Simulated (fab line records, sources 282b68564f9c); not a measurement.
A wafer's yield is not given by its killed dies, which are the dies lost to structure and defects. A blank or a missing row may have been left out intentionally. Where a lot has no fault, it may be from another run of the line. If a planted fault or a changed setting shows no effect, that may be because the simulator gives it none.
Which tool was responsible? | flow rit-cmos | 7 lots with 21 wafers sampled at 2 steps, on a route of 202 steps

## WHAT THE GAUGES READ, wafer by wafer
RIT_PLDD_TW_MEAS_10.
lot  | measured    | on            | PLDD_TW
L804 | day 4 01:43 | film-metro-03 | 2336 2345 2343
L806 | day 4 15:44 | film-metro-03 | 2340 2348 2333
L809 | day 5 04:18 | film-metro-01 | 2338 2326 2339
L812 | day 5 15:38 | film-metro-03 | 2335 2340 2335
L814 | day 6 04:32 | film-metro-02 | 2345 2347 2341
L818 | day 6 20:33 | film-metro-01 | 2202 2213 2215
L821 | day 7 10:49 | film-metro-02 | 2207 2218 2210

## WHICH TOOL RAN EACH LOT (tool, then ch and the chambers of the sampled wafers, then the start)
lot  | RIT_PLDD_IMPLANT_08
L804 | implanter-04 ch 0, day 4 01:23
L806 | implanter-04 ch 0, day 4 15:27
L809 | implanter-04 ch 0, day 5 03:59
L812 | implanter-03 ch 0, day 5 15:20
L814 | implanter-03 ch 0, day 6 04:13
L818 | implanter-03 ch 0, day 6 20:13
L821 | implanter-03 ch 0, day 7 10:29
- RIT_PLDD_IMPLANT_08

## THE ANSWER, worked out from the rows above alone
Rule: the lots themselves supply what counts as usual. Put in order of their means at a reading, lots are off if they are a third of the lots or fewer, leave a main group of 4 or more, and stand apart from it by a gap of 3 or more times the standard deviation of the main group's means; of several such gaps the widest counts. A main group whose means are all the same, to the digits that the tables above print for the reading, isn't used. A lot without any number at a reading at which 4 lots or more have one is off too. Where the step has rows for the other lots, those lots are counted as sound.
Off: at RIT_PLDD_TW_MEAS_10 (PLDD_TW), L818, L821. The main group: mean 2339, standard deviation 3.5.
If a tool, at a process step before that reading, ran all the lots that are off and no sound lot after the first of them, it fits. Gauges at RIT_PLDD_TW_MEAS_10: tried the same way as those tools. One candidate fits, namely implanter-03 at RIT_PLDD_IMPLANT_08. A fault onset in the window from L814 (day 6 04:13, its last sound lot) to L818 (day 6 20:13, its first lot off) fits.

## WHAT THE SIMULATOR HAD INSERTED
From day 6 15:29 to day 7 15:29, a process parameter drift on implanter-03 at RIT_PLDD_IMPLANT_08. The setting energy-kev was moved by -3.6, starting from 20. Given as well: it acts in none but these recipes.
Lots struck among those shown: L818, L821. The rule given above showed the same thing.
